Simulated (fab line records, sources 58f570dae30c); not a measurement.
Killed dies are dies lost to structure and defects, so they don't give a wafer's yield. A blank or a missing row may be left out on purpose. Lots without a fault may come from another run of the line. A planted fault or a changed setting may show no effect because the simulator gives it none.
Which tool did it? | flow berkeley_cmos170 | 14 lots, 42 wafers sampled, at 4 steps of a route of 331

WHAT THE GAUGES READ, wafer by wafer
UCB170_NWELL_THK_MEAS_05. Usual: NWELL_NITRIDE_THK 223.9 nm, standard deviation 2.
lot  | measured    | on            | NWELL_NITRIDE_THK (nm) | flag
L345 | day 2 01:23 | film_metro-02 | 224.6 224.1 225.0      |
L346 | day 2 06:34 | film_metro-02 | 228.7 229.3 228.0      |
L348 | day 2 15:21 | film_metro-02 | 223.5 222.7 220.2      |
L349 | day 3 00:30 | film_metro-03 | 223.3 223.2 222.5      |
L350 | day 3 04:55 | film_metro-03 | 222.8 223.1 224.3      |
L351 | day 3 08:04 | film_metro-02 | 223.4 223.3 224.7      |
L352 | day 3 12:59 | film_metro-02 | 224.7 224.3 225.9      |
L353 | day 3 16:29 | film_metro-04 | 223.5 224.2 223.1      |
L355 | day 4 05:16 | film_metro-04 | 221.7 220.4 221.8      |
L358 | day 4 20:06 | film_metro-04 | 225.8 224.8 223.0      |
L360 | day 5 08:14 | film_metro-02 | 224.8 226.0 225.3      |
L362 | day 5 12:28 | film_metro-02 | 222.8 221.4 222.4      |
L363 | day 5 17:52 | film_metro-04 | 226.3 225.2 226.5      |
L365 | day 6 07:48 | film_metro-02 | 225.6 225.0 225.9      |

UCB170_M3_OVL_MEAS_16. Usual: M3_OVL 1 nm, standard deviation 5.3.
lot  | measured     | on         | M3_OVL (nm) | flag
L345 | day 7 18:05  | overlay-02 | 4 6 2       |
L346 | day 7 17:21  | overlay-02 | 8 3 6       |
L348 | day 7 17:30  | overlay-01 | 5 -2 1      |
L349 | day 8 00:26  | overlay-02 | -5 -5 7     |
L350 | day 8 06:20  | overlay-02 | -1 2 -2     |
L351 | day 8 06:37  | overlay-01 | 9 5 0       |
L352 | day 9 02:26  | overlay-02 | 5 7 4       |
L353 | day 8 22:37  | overlay-02 | 0 1 4       |
L355 | day 9 06:28  | overlay-02 | 0 2 -3      |
L358 | day 10 00:43 | overlay-01 | 5 4 2       |
L360 | day 10 18:34 | overlay-01 | -6 -3 -4    |
L362 | day 11 05:51 | overlay-01 | -1 -4 -4    |
L363 | day 11 06:07 | overlay-02 | 1 -6 -1     |
L365 | day 11 15:52 | overlay-02 | 1 6 8       |

WHICH TOOL RAN EACH LOT (tool, then ch and the chambers of the sampled wafers, then the start)
lot  | UCB170_V2_ETCH_14                  | UCB170_M3_SOFTBAKE_06
L345 | rie_diel-01 ch 1,2, day 7 14:34    | litho_track-03 ch 0, day 7 15:52
L346 | rie_diel-01 ch 0,3, day 7 14:01    | litho_track-02 ch 0, day 7 15:17
L348 | rie_diel-02 ch 2,3, day 7 14:17    | litho_track-03 ch 0, day 7 15:22
L349 | rie_diel-04 ch 0,3, day 7 21:41    | litho_track-03 ch 0, day 7 22:44
L350 | rie_diel-01 ch 0,2,3, day 8 03:21  | litho_track-02 ch 0, day 8 04:40
L351 | rie_diel-04 ch 0,3, day 8 03:39    | litho_track-04 ch 0, day 8 05:04
L352 | rie_diel-01 ch 0,1,3, day 8 20:08  | litho_track-04 ch 0, day 8 21:17
L353 | rie_diel-02 ch 0,1, day 8 20:01    | litho_track-02 ch 0, day 8 21:06
L355 | rie_diel-01 ch 0,1,3, day 9 04:02  | litho_track-04 ch 0, day 9 05:05
L358 | rie_diel-04 ch 0,3, day 9 22:10    | litho_track-04 ch 0, day 9 23:15
L360 | rie_diel-01 ch 1,2, day 10 15:51   | litho_track-03 ch 0, day 10 17:10
L362 | rie_diel-01 ch 1,2,3, day 11 01:07 | litho_track-02 ch 0, day 11 02:14
L363 | rie_diel-01 ch 0,1,2, day 11 02:03 | litho_track-02 ch 0, day 11 03:06
L365 | rie_diel-04 ch 0,2, day 11 13:21   | litho_track-03 ch 0, day 11 14:25
- UCB170_V2_ETCH_14: etches SiO2 in CHF3/CF4/Ar, stops on Al, target depth 1250 nm, time 291 s.
- UCB170_M3_SOFTBAKE_06: time 60 s.

WHAT THE TOOLS THEMSELVES READ (means of the sampled wafers that have a number; where no wafer has one, the mark that the record gives instead)
UCB170_V2_ETCH_14. Usual: drypump_motor_current_A 5.8 A, standard deviation 0.46; oes_product_au 0.875 a.u., standard deviation 0.016; throttle_valve_pct 6.97 %, standard deviation 0.078.
lot  | tool        | drypump_motor_current_A (A) | oes_product_au (a.u.) | throttle_valve_pct (%) | flag
L345 | rie_diel-01 | 6.1                         | 0.855                 | 6.98                   |
L346 | rie_diel-01 | 5.1                         | 0.888                 | 6.95                   |
L348 | rie_diel-02 | 5.9                         | 0.887                 | 6.93                   |
L349 | rie_diel-04 | 5.7                         | 0.874                 | 7.05                   |
L350 | rie_diel-01 | 5.6                         | 0.870                 | 6.99                   |
L351 | rie_diel-04 | 6.0                         | 0.880                 | 7.11                   |
L352 | rie_diel-01 | 5.5                         | 0.874                 | 6.94                   |
L353 | rie_diel-02 | 6.1                         | 0.876                 | 6.92                   |
L355 | rie_diel-01 | 5.5                         | 0.873                 | 6.95                   |
L358 | rie_diel-04 | 6.0                         | 0.882                 | 7.11                   |
L360 | rie_diel-01 | 6.1                         | 0.855                 | 6.98                   |
L362 | rie_diel-01 | 5.7                         | 0.869                 | 6.98                   |
L363 | rie_diel-01 | 6.0                         | 0.855                 | 6.98                   |
L365 | rie_diel-04 | 6.0                         | 0.890                 | 7.07                   |

UCB170_M3_SOFTBAKE_06. Usual: run_length_s 89.06 s, standard deviation 0.18.
lot  | tool           | run_length_s (s) | flag
L345 | litho_track-03 | 89.12            |
L346 | litho_track-02 | 88.75            |
L348 | litho_track-03 | 89.07            |
L349 | litho_track-03 | 89.21            |
L350 | litho_track-02 | 88.90            |
L351 | litho_track-04 | 89.05            |
L352 | litho_track-04 | 89.02            |
L353 | litho_track-02 | 88.88            |
L355 | litho_track-04 | 99.68            | OFF
L358 | litho_track-04 | 99.72            | OFF
L360 | litho_track-03 | 89.11            |
L362 | litho_track-02 | 88.89            |
L363 | litho_track-02 | 88.77            |
L365 | litho_track-03 | 89.26            |

THE ANSWER, worked out from the rows above alone
Rule: a lot is off if the mean of its wafers that have a number lies more than 3 standard deviations from the usual mean. A lot without any number at a reading at which 4 lots or more have one is off too. The other lots that the step has rows for count as sound. The gauges are gone through in route order, then the tools' own readings, and for those a lot's mean is taken as printed above. The first step at which some lot is off is used, and at that step the reading that is off furthest; a lot without a number counts as furthest.
Off: L355, L358, at UCB170_M3_SOFTBAKE_06 (run_length_s).
A tool fits if, at that step or a process step before it, it ran every lot that is off, and no sound lot after the first of them. One fits: litho_track-04 at UCB170_M3_SOFTBAKE_06. Its last sound lot is L352 (day 8 21:17), its first lot that is off L355 (day 9 05:05): a fault that began between those two fits.
The tool's own readings at UCB170_M3_SOFTBAKE_06 bear it out: on the lots that are off they differ by more than 5 times the standard deviation of the sound lots' means. run_length_s reads 99.70 s there against 89.00 s on the sound lots.

WHAT THE SIMULATOR HAD PUT IN
Process parameter drift: litho_track-04, from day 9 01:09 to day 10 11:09, at UCB170_M3_SOFTBAKE_06. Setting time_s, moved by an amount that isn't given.
Lots struck among those shown: L355, L358. The rule above found the same.
